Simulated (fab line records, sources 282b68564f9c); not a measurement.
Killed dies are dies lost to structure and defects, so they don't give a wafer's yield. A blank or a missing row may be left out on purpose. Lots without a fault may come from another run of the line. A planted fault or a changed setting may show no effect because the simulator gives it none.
A struck lot beside a sound one | flow rit_cmos | 33 steps out of a route of 202
Sound: wafers L671.1, L671.2, L671.4. Struck: wafers L683.2, L683.4, L683.6. The cause comes at the end.
At each step with rows: each side's tool, then ch and its chambers, then its first start. Under that, the readings that differ: sound wafers | struck wafers | difference of the means | sigmas: that difference in standard deviations of wafers without a fault.
alike: readings whose means differ by less than 2 such deviations, and words and numbers that are the same on both sides. not compared: withheld readings, readings that some wafer has no value for, bounds like >300 that may hide the same value, and numbers for which the record gives no deviation and whose values overlap.
The two part at a step that has a row with sigmas, a row that says differs or no value, or rows on one side only. Numbers that don't overlap but have no deviation are shown without sigmas and don't part them. A reading that every wafer of one side lacks parts them only if that side has two wafers or more.

first, 1 step without rows for these wafers: RIT_PLDD_IMPLANT_08.
RIT_PLDD_STRIP_09: strips in O2, time 180 s.
  sound on plasma_asher-04 ch 0,1, day 3 05:54; struck on plasma_asher-04 ch 0,1, day 6 07:59
  alike: drypump_motor_current_A
  not compared: rf_hours_counter_h
RIT_PLDD_TW_MEAS_10:
  sound on film_metro-04, day 3 06:04; struck on film_metro-01, day 6 08:11
  alike: PLDD_TW
then, 4 steps without rows for these wafers: RIT_SPACER_CLEAN_00 (cleans in SC1, time 600 s); RIT_SPACER_CLEAN_01 (cleans in dHF, time 30 s); RIT_SPACER_CLEAN_02 (cleans in SC2, time 600 s); RIT_SPACER_CVD_03 (deposits Si3N4 from SiH2Cl2/NH3, target thk 250 nm, time 3300 s).
RIT_SPACER_THK_MEAS_04:
  sound on film_metro-02, day 3 08:42; struck on film_metro-04, day 6 10:31
  alike: SPACER_NITRIDE_THK
RIT_SPACER_ETCHBACK_05: etches Si3N4 in SF6/CHF3, stops on SiO2, target depth 250 nm, time 240 s.
  sound on rie_diel-01 ch 0,2,3, day 3 08:46; struck on rie_diel-03 ch 2,3, day 6 10:34
  alike: SF6_flow_sccm, drypump_motor_current_A, oes_product_au, throttle_valve_pct
  not compared: rf_hours_counter_h
then, 3 steps without rows for these wafers: RIT_NSD_HMDS_00 (prime time 60 s); RIT_NSD_COAT_01 (resist thk 1000 nm); RIT_NSD_SOFTBAKE_02 (time 60 s).
RIT_NSD_EXPOSE_03: exposes mask M9, target cd 40700 nm.
  sound on iline_stepper-02 ch 0, day 3 09:29; struck on iline_stepper-02 ch 0, day 6 11:11
  reading | sound          | struck            | difference | sigmas
  mask    | M9#0 M9#0 M9#0 | M10#0 M10#0 M10#0 | differs    |
then, 2 steps without rows for these wafers: RIT_NSD_PEB_04; RIT_NSD_DEVELOP_05 (develop time 50 s).
RIT_NSD_OVL_MEAS_06:
  sound on overlay-01, day 3 10:04; struck on overlay-01, day 6 11:35
  reading      | sound         | struck | difference                    | sigmas
  NSD_OVL (nm) | -0.3 -0.6 0.6 | - - -  | no value on the struck wafers |
then, 2 steps without rows for these wafers: RIT_NSD_HARDBAKE_07 (time 60 s); RIT_NSD_IMPLANT_08.
RIT_NSD_STRIP_09: strips in O2, time 180 s.
  sound on plasma_asher-01 ch 0,1, day 3 10:26; struck on plasma_asher-01 ch 0,1, day 6 11:55
  alike: drypump_motor_current_A
  not compared: rf_hours_counter_h
RIT_NSD_TW_MEAS_10:
  sound on film_metro-01, day 3 10:37; struck on film_metro-02, day 6 12:05
  reading | sound          | struck   | difference | sigmas
  NSD_TW  | 3132 3140 3114 | 30 30 30 | -3099      | -99 or more
then, 6 steps without rows for these wafers: RIT_PSD_HMDS_00 (prime time 60 s); RIT_PSD_COAT_01 (resist thk 1000 nm); RIT_PSD_SOFTBAKE_02 (time 60 s); RIT_PSD_EXPOSE_03 (exposes mask M10, target cd 40900 nm); RIT_PSD_PEB_04; RIT_PSD_DEVELOP_05 (develop time 50 s).
RIT_PSD_OVL_MEAS_06:
  sound on overlay-01, day 3 11:38; struck on overlay-01, day 6 13:13
  reading      | sound          | struck        | difference | sigmas
  PSD_OVL (nm) | -4.4 -3.2 -5.2 | -2.2 -2.1 0.4 | +3.0       | +2
then, 2 steps without rows for these wafers: RIT_PSD_HARDBAKE_07 (time 60 s); RIT_PSD_IMPLANT_08.
RIT_PSD_STRIP_09: strips in O2, time 180 s.
  sound on plasma_asher-02 ch 0,1, day 3 11:58; struck on plasma_asher-04 ch 0,1, day 6 13:33
  alike: drypump_motor_current_A
  not compared: rf_hours_counter_h
RIT_PSD_TW_MEAS_10:
  sound on film_metro-01, day 3 12:08; struck on film_metro-04, day 6 13:44
  reading | sound          | struck         | difference | sigmas
  PSD_TW  | 3436 3466 3424 | 3679 3674 3698 | +242       | +12
then, 1 step without rows for these wafers: RIT_SDANNEAL_CLEAN_00 (cleans in SC1, time 600 s).
RIT_M1_PROBE_99:
  the record has rows for the struck wafers here (prober-02, day 6 21:41) and none for the sound ones

WHERE THEY PART
First at RIT_NSD_EXPOSE_03; last, within this record, at RIT_M1_PROBE_99.

WHY: what the simulator had put in
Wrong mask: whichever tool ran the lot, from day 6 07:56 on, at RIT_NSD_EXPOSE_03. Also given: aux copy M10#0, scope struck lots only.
